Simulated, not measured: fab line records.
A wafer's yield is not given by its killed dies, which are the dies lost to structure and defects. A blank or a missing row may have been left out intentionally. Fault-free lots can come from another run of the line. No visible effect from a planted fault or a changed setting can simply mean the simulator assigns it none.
Which tool did it? || flow ritCmos || 14 lots with 42 wafers sampled at 2 steps, on a route of 202 steps

WHAT THE GAUGES READ, wafer by wafer
The record holds no reading of a measuring or inspecting step that can be judged against a usual standard deviation.

WHICH TOOL RAN EACH LOT (tool, then ch and the chambers of the sampled wafers, then the start)
{"lot": "L539", "RIT_CONTACT_ETCH_11": "rieDiel-03 ch 0,1,3, day 3 06:24", "RIT_M1_PROBE_99": "-"}
{"lot": "L541", "RIT_CONTACT_ETCH_11": "rieDiel-04 ch 0,3, day 3 16:24", "RIT_M1_PROBE_99": "-"}
{"lot": "L543", "RIT_CONTACT_ETCH_11": "rieDiel-04 ch 0,3, day 4 02:59", "RIT_M1_PROBE_99": "prober-01, day 4 07:58"}
{"lot": "L544", "RIT_CONTACT_ETCH_11": "rieDiel-04 ch 0,2,3, day 4 06:28", "RIT_M1_PROBE_99": "-"}
{"lot": "L545", "RIT_CONTACT_ETCH_11": "rieDiel-02 ch 0,1,2, day 4 12:08", "RIT_M1_PROBE_99": "-"}
{"lot": "L546", "RIT_CONTACT_ETCH_11": "rieDiel-03 ch 0,2, day 4 21:09", "RIT_M1_PROBE_99": "prober-02, day 5 02:04"}
{"lot": "L547", "RIT_CONTACT_ETCH_11": "rieDiel-02 ch 1,2,3, day 5 00:46", "RIT_M1_PROBE_99": "prober-01, day 5 05:48"}
{"lot": "L548", "RIT_CONTACT_ETCH_11": "rieDiel-04 ch 1,2,3, day 5 06:22", "RIT_M1_PROBE_99": "prober-02, day 5 11:13"}
{"lot": "L549", "RIT_CONTACT_ETCH_11": "rieDiel-03 ch 0,1,3, day 5 08:45", "RIT_M1_PROBE_99": "prober-02, day 5 13:56"}
{"lot": "L553", "RIT_CONTACT_ETCH_11": "rieDiel-04 ch 0,1,3, day 6 07:47", "RIT_M1_PROBE_99": "prober-02, day 6 12:46"}
{"lot": "L554", "RIT_CONTACT_ETCH_11": "rieDiel-03 ch 0,1,3, day 6 10:49", "RIT_M1_PROBE_99": "prober-01, day 6 16:08"}
{"lot": "L556", "RIT_CONTACT_ETCH_11": "rieDiel-03 ch 1,3, day 6 22:56", "RIT_M1_PROBE_99": "prober-01, day 7 03:58"}
{"lot": "L557", "RIT_CONTACT_ETCH_11": "rieDiel-04 ch 1,2,3, day 7 01:29", "RIT_M1_PROBE_99": "prober-02, day 7 06:34"}
{"lot": "L562", "RIT_CONTACT_ETCH_11": "rieDiel-03 ch 0,1,3, day 8 04:44", "RIT_M1_PROBE_99": "-"}
- RIT_CONTACT_ETCH_11: etches SiO2 in CHF3/CF4/Ar, stops on TiSi2, target depth 480 nm, time 320 s.
- RIT_M1_PROBE_99

AS READ BY THE TOOLS THEMSELVES (means over the sampled wafers that have a number; for cases with no such wafer, the mark the record gives instead)
RIT_CONTACT_ETCH_11. Usual: drypumpMotorCurrentA 5.8 A, standard deviation 0.41; oesProductAu 0.991 a.u., standard deviation 0.02; throttleValvePct 8.82 %, standard deviation 0.081.
{"lot": "L539", "tool": "rieDiel-03", "drypumpMotorCurrentA (A)": 5.5, "oesProductAu (a.u.)": 0.990, "throttleValvePct (%)": 8.83, "flag": ""}
{"lot": "L541", "tool": "rieDiel-04", "drypumpMotorCurrentA (A)": 6.1, "oesProductAu (a.u.)": 1.007, "throttleValvePct (%)": 8.86, "flag": ""}
{"lot": "L543", "tool": "rieDiel-04", "drypumpMotorCurrentA (A)": 6.1, "oesProductAu (a.u.)": 1.003, "throttleValvePct (%)": 8.85, "flag": ""}
{"lot": "L544", "tool": "rieDiel-04", "drypumpMotorCurrentA (A)": 6.1, "oesProductAu (a.u.)": 0.986, "throttleValvePct (%)": 8.81, "flag": ""}
{"lot": "L545", "tool": "rieDiel-02", "drypumpMotorCurrentA (A)": 5.6, "oesProductAu (a.u.)": 0.988, "throttleValvePct (%)": 8.89, "flag": ""}
{"lot": "L546", "tool": "rieDiel-03", "drypumpMotorCurrentA (A)": 5.7, "oesProductAu (a.u.)": 0.988, "throttleValvePct (%)": 8.88, "flag": ""}
{"lot": "L547", "tool": "rieDiel-02", "drypumpMotorCurrentA (A)": 5.6, "oesProductAu (a.u.)": 0.988, "throttleValvePct (%)": 8.83, "flag": ""}
{"lot": "L548", "tool": "rieDiel-04", "drypumpMotorCurrentA (A)": 6.1, "oesProductAu (a.u.)": 0.975, "throttleValvePct (%)": 8.78, "flag": ""}
{"lot": "L549", "tool": "rieDiel-03", "drypumpMotorCurrentA (A)": 5.5, "oesProductAu (a.u.)": 0.991, "throttleValvePct (%)": 8.83, "flag": ""}
{"lot": "L553", "tool": "rieDiel-04", "drypumpMotorCurrentA (A)": 6.0, "oesProductAu (a.u.)": 1.000, "throttleValvePct (%)": 8.83, "flag": ""}
{"lot": "L554", "tool": "rieDiel-03", "drypumpMotorCurrentA (A)": 5.5, "oesProductAu (a.u.)": 0.988, "throttleValvePct (%)": 8.82, "flag": ""}
{"lot": "L556", "tool": "rieDiel-03", "drypumpMotorCurrentA (A)": 5.6, "oesProductAu (a.u.)": 0.977, "throttleValvePct (%)": 8.82, "flag": ""}
{"lot": "L557", "tool": "rieDiel-04", "drypumpMotorCurrentA (A)": 6.1, "oesProductAu (a.u.)": 0.976, "throttleValvePct (%)": 8.77, "flag": ""}
{"lot": "L562", "tool": "rieDiel-03", "drypumpMotorCurrentA (A)": 5.5, "oesProductAu (a.u.)": 0.995, "throttleValvePct (%)": 8.83, "flag": ""}

RIT_M1_PROBE_99. Usual: killed_at_M0_to_M3 0.0 (standard deviation 0.12); killedAtContacts 0.1 (standard deviation 0.25); killedAtFrontEnd 6.3 (standard deviation 2.9); killedDies 6.4 (standard deviation 2.8); killedOnRim 1.7 (standard deviation 1.4); killedOpen 3.3 (standard deviation 2); killedShort 3.1 (standard deviation 2).
{"lot": "L543", "tool": "prober-01", "killed_at_M0_to_M3": 0.0, "killedAtContacts": 0.0, "killedAtFrontEnd": 3.3, "killedDies": 3.3, "killedOnRim": 1.3, "killedOpen": 1.7, "killedShort": 1.7, "flag": ""}
{"lot": "L546", "tool": "prober-02", "killed_at_M0_to_M3": 0.0, "killedAtContacts": 0.0, "killedAtFrontEnd": 6.3, "killedDies": 6.3, "killedOnRim": 1.0, "killedOpen": 3.0, "killedShort": 3.3, "flag": ""}
{"lot": "L547", "tool": "prober-01", "killed_at_M0_to_M3": 0.0, "killedAtContacts": 0.3, "killedAtFrontEnd": 9.7, "killedDies": 10.0, "killedOnRim": 2.3, "killedOpen": 5.3, "killedShort": 4.7, "flag": ""}
{"lot": "L548", "tool": "prober-02", "killed_at_M0_to_M3": 0.0, "killedAtContacts": 0.0, "killedAtFrontEnd": 4.7, "killedDies": 4.7, "killedOnRim": 1.3, "killedOpen": 3.0, "killedShort": 1.7, "flag": ""}
{"lot": "L549", "tool": "prober-02", "killed_at_M0_to_M3": 0.0, "killedAtContacts": 0.0, "killedAtFrontEnd": 6.0, "killedDies": 6.0, "killedOnRim": 1.7, "killedOpen": 3.3, "killedShort": 2.7, "flag": ""}
{"lot": "L553", "tool": "prober-02", "killed_at_M0_to_M3": 0.0, "killedAtContacts": 13.0, "killedAtFrontEnd": 7.3, "killedDies": 20.3, "killedOnRim": 2.7, "killedOpen": 3.3, "killedShort": 4.0, "flag": "OFF"}
{"lot": "L554", "tool": "prober-01", "killed_at_M0_to_M3": 0.0, "killedAtContacts": 0.5, "killedAtFrontEnd": 2.5, "killedDies": 3.0, "killedOnRim": 1.0, "killedOpen": 1.5, "killedShort": 1.5, "flag": ""}
{"lot": "L556", "tool": "prober-01", "killed_at_M0_to_M3": 0.0, "killedAtContacts": 0.3, "killedAtFrontEnd": 6.7, "killedDies": 7.0, "killedOnRim": 2.7, "killedOpen": 3.0, "killedShort": 4.0, "flag": ""}
{"lot": "L557", "tool": "prober-02", "killed_at_M0_to_M3": 0.0, "killedAtContacts": 14.0, "killedAtFrontEnd": 6.3, "killedDies": 20.3, "killedOnRim": 2.3, "killedOpen": 4.0, "killedShort": 2.3, "flag": "OFF"}

THE ANSWER, worked out from the rows above alone
Rule: a lot counts as off when the mean over its wafers that have a number is more than 3 standard deviations away from the usual mean. Also off: a lot with no number at a reading for which 4 or more lots have one. The other lots that the step has rows for count as sound. After the gauges, taken in route order, come the tools' own readings; for these a lot's mean is taken, as printed above. The first step at which some lot is off is used, and at that step the reading that is off furthest; a lot without a number counts as furthest.
Off: L553, L557 (RIT_M1_PROBE_99, killedAtContacts). Neither off nor sound, because the step has no rows for them: L539, L541, L544, L545, L562.
If a tool, at that step or one of the process steps before it, ran each lot that is off and ran no sound lot following the first of them, it fits. Can't be told from this: 2 tools fit, rieDiel-04 at RIT_CONTACT_ETCH_11, prober-02 at RIT_M1_PROBE_99.

WHAT HAD BEEN PUT IN BY THE SIMULATOR
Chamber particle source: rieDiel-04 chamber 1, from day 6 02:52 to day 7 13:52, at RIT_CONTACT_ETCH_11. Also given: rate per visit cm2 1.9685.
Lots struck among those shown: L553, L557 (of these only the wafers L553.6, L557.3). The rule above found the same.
